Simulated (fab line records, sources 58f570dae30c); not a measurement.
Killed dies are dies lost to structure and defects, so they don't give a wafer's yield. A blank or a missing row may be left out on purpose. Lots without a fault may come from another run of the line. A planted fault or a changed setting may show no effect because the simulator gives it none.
fab line records | flow berkeley_cmos170
record lots=7 wafers=21 last_day=12
route steps=331 shown M2@272
lots that met no fault: from a run of the same line without faults
start_h: hours from the record's first day to the start of the lot's first wafer shown | wait_h: hours since the lot's step before | " the same as in the row above | L1.1+2: a row that stands for several wafers | - no value, or no start given | * or withheld: withheld | < > ~ a bound
route shown NAME@n: a module of which the file shows steps, and the number in the route of the first | usual: mean/standard deviation of fault-free wafers | same: alike in all rows | chamber/n: place in a boat | sites: the reading at each site | _std_site: their standard deviation | _edge_site: outer sites' mean less inner sites' | radius_mm: how far each site lies from the wafer's centre | mask NAME#n: copy n | behind: the tool/chamber that last shaped the wafer | hold: why the lot was held/for how many hours/how that ended | device: the transistor (n, p or np) that didn't switch | end of line: the same wafers' tests at the end of the route | a step without rows: its recipe alone | killed: dies lost to structure and defects at the first sort, not the wafer's yield | map: a wafer's dies, x killed, . not, _ none there
set.NAME: the setting as run; set.NAME@STEP: as run at that earlier step | model.NAME: the simulator's own value behind a step, which no gauge read
lots at some steps of the route; a table a step, a row a wafer
services: from which hour (start_h, from the record's first day; less than 0 if before it) a tool's chamber was out of use, for how many hours, and why
## steps
# step UCB170_M2_SPUTTER_01
# recipe material=Al target_thk_nm=900 time_s=120 power_w=6000 chamber_pressure_pa=0.5
# usual throttle_valve_pct=29.5/0.94
# columns lot.wafer tool chamber start_h wait_h throttle_valve_pct
L460.2 pvd_sputter-01 - 192.59 0.0 28.7
L460.3 " - " " 30.1
L460.6 " - " " 28.8
L461.1 pvd_sputter-01 - 200.19 0.0 29.5
L461.2 " - " " 30.2
L461.6 " - " " 28.6
L467.1 pvd_sputter-04 - 244.94 0.0 30.3
L467.2 " - " " 28.0
L467.5 " - " " 29.6
L474.1 pvd_sputter-01 - 263.92 0.0 28.6
L474.5 " - " " 30.1
L474.6 " - " " 30.1
L480.1 pvd_sputter-01 - 288.39 0.0 29.5
L480.2 " - " " 29.9
L480.6 " - " " 28.9
L478.2 pvd_sputter-04 - 288.97 0.0 27.7
L478.3 " - " " 29.1
L478.6 " - " " 30.2
L477.2 pvd_sputter-03 - 292.23 0.0 31.1
L477.3 " - " " 27.8
L477.6 " - " " 28.0
# step UCB170_M2_RS_MEAS_02
# recipe thk_meas_gauge=four-point-probe reads=Al_of_M2_SPUTTER_01
# usual M2_AL_RS=0.0323/0.00034
# columns lot.wafer tool chamber start_h wait_h M2_AL_RS[ohm/sq]
L460.2 film_metro-02 - 192.70 0.1 0.0324
L460.3 " - " " 0.0327
L460.6 " - " " 0.0323
L461.1 film_metro-01 - 200.27 0.0 0.0318
L461.2 " - " " 0.0318
L461.6 " - " " 0.0321
L467.1 film_metro-01 - 245.02 0.0 0.0328
L467.2 " - " " 0.0326
L467.5 " - " " 0.0326
L474.1 film_metro-02 - 264.00 0.0 0.0323
L474.5 " - " " 0.0326
L474.6 " - " " 0.0322
L480.1 film_metro-01 - 288.47 0.0 0.0326
L480.2 " - " " 0.0323
L480.6 " - " " 0.0320
L478.2 film_metro-02 - 289.07 0.1 0.0324
L478.3 " - " " 0.0323
L478.6 " - " " 0.0326
L477.2 film_metro-01 - 292.33 0.1 0.0314
L477.3 " - " " 0.0325
L477.6 " - " " 0.0324
# step UCB170_M2_THK_MEAS_03
# recipe thk_meas_gauge=xrf reads=Al_of_M2_SPUTTER_01
# usual M2_AL_THK=901/9.8
# columns lot.wafer tool chamber start_h wait_h M2_AL_THK[nm]
L460.2 film_metro-02 - 192.81 0.1 898
L460.3 " - " " 894
L460.6 " - " " 897
L461.1 film_metro-01 - 200.39 0.1 916
L461.2 " - " " 920
L461.6 " - " " 910
L467.1 film_metro-01 - 245.14 0.1 895
L467.2 " - " " 889
L467.5 " - " " 894
L474.1 film_metro-02 - 264.12 0.1 905
L474.5 " - " " 894
L474.6 " - " " 909
L480.1 film_metro-01 - 288.59 0.1 891
L480.2 " - " " 903
L480.6 " - " " 913
L478.2 film_metro-02 - 289.18 0.1 896
L478.3 " - " " 898
L478.6 " - " " 890
L477.2 film_metro-01 - 292.44 0.1 924
L477.3 " - " " 897
L477.6 " - " " 898
# step UCB170_M2_HMDS_04
# recipe prime_time_s=60 prime_temp_c=100
# step UCB170_M2_COAT_05
# recipe resist=KrF spin_rpm=1500 resist_thk_nm=900
# step UCB170_M2_SOFTBAKE_06
# recipe resist=KrF temp_c=130 time_s=60
# step UCB170_M2_STRIP_07
# recipe chemistry=O2 power_w=400 pressure_mtorr=3500 platen_temp_c=withheld o2_flow_sccm=400 overash_fraction=0.5
# usual drypump_motor_current_A=6.0/0.36 oes_product_au=0.734/0.0043 strip_time_to_endpoint_s=21.98/0.068
# columns lot.wafer tool chamber start_h wait_h drypump_motor_current_A oes_product_au rf_hours_counter_h strip_time_to_endpoint_s
L460.2 plasma_asher-04 1 193.31 0.1 5.2 0.729 40 22.04
L460.3 " 0 " " 5.9 0.733 - 21.99
L460.6 " 1 " " 5.2 0.729 - 21.96
L461.1 plasma_asher-02 1 201.02 0.1 6.2 0.727 47 21.97
L461.2 " 0 " " 5.7 0.733 47 22.00
L461.6 " 0 " " 5.7 0.737 - 22.04
L467.1 plasma_asher-01 1 245.65 0.1 6.2 0.724 51 21.88
L467.2 " 0 " " 6.3 0.735 51 21.93
L467.5 " 1 " " 6.2 0.732 - 22.01
L474.1 plasma_asher-01 1 265.28 0.1 6.2 0.733 53 22.09
L474.5 " 0 " " 6.3 0.734 - 22.08
L474.6 " 1 " " 6.2 0.739 - 22.12
L480.1 plasma_asher-02 0 289.33 0.1 5.7 0.733 57 21.90
L480.2 " 1 " " 6.2 0.729 57 22.01
L480.6 " 0 " " 5.7 0.733 - 21.95
L478.2 plasma_asher-01 0 289.68 0.1 6.3 0.739 56 22.03
L478.3 " 1 " " 6.2 0.734 - 22.05
L478.6 " 0 " " 6.3 0.730 - 22.04
L477.2 plasma_asher-01 1 292.94 0.1 6.2 0.731 56 22.02
L477.3 " 1 " " 6.2 0.732 - 21.99
L477.6 " 1 " " 6.2 0.730 - 21.99
# step UCB170_M2_STRIP_08
# recipe chemistry=DMSO temp_c=80 time_s=600 material=KrF
# step UCB170_M2_COAT_09
# recipe resist=BARC temp_c=withheld time_s=withheld spin_rpm=3000 resist_thk_nm=withheld
# step UCB170_M2_COAT_10
# recipe resist=KrF spin_rpm=1500 resist_thk_nm=900
# step UCB170_M2_SOFTBAKE_11
# recipe resist=KrF temp_c=130 time_s=60
# step UCB170_M2_EXPOSE_12
# recipe mask_id=METAL2 target_cd_nm=700 na=0.5 sigma_outer=0.6 source_shape=conventional dose_mj=26
# step UCB170_M2_PEB_13
# recipe peb_temp_c=130 peb_time_s=withheld resist=KrF
# usual chill_plate_temp_C=22.99/0.1 exhaust_pa=45.0/0.98
# columns lot.wafer tool chamber start_h wait_h chill_plate_temp_C exhaust_pa
L460.2 litho_track-01 0 194.48 0.1 23.04 43.8
L460.3 " 0 " " 23.00 43.4
L460.6 " 0 " " 23.00 44.9
L461.1 litho_track-03 0 202.03 0.3 22.98 47.0
L461.2 " 0 " " 23.04 45.5
L461.6 " 0 " " 22.96 44.6
L467.1 litho_track-01 0 246.84 0.1 23.05 44.4
L467.2 " 0 " " 22.70 44.4
L467.5 " 0 " " 22.94 43.1
L474.1 litho_track-02 0 266.88 0.4 22.92 45.6
L474.5 " 0 " " 22.97 46.8
L474.6 " 0 " " 23.03 45.7
L480.1 litho_track-03 - 290.25 0.1 - -
L480.2 " - " " - -
L480.6 " - " " - -
L478.2 litho_track-03 - 290.71 0.1 - -
L478.3 " - " " - -
L478.6 " - " " - -
L477.2 litho_track-02 - 294.55 0.3 - -
L477.3 " - " " - -
L477.6 " - " " - -
# step UCB170_M2_DEVELOP_14
# recipe developer=TMAH develop_time_s=45 resist=KrF dev_temp_c=21
## services
# columns tool chamber start_h hours kind
plasma_asher-01 - 173.28 1.4 repair
plasma_asher-04 - 193.42 2.6 repair
pvd_sputter-03 - 202.22 1.5 repair
## key
first_sign step=UCB170_M2_PEB_13 reading=tool_record direction=missing
effect none on later readings
met_at UCB170_M2_PEB_13
struck_wafers L477.2,L477.3,L477.6,L478.2,L478.3,L478.6,L480.1,L480.2,L480.6
later_rows_left_out L477.2,L477.3,L477.6,L478.2,L478.3,L478.6,L480.1,L480.2,L480.6
sort_left_out L477.2,L477.3,L477.6,L478.2,L478.3,L478.6,L480.1,L480.2,L480.6
onset_between 266.88 290.25
fault kind=skipped_step_whole tool=litho_track-02,litho_track-03 chamber=- onset_h=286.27 steps=UCB170_M2_PEB_13 scope=struck_lots_only
# sort_left_out: the simulated sort isn't trusted on such a fault, so these wafers' sort isn't shown, and their yield isn't known
# later_rows_left_out: the simulator's readings of these wafers behind a module that went badly wrong aren't trusted and aren't shown, but for the sort
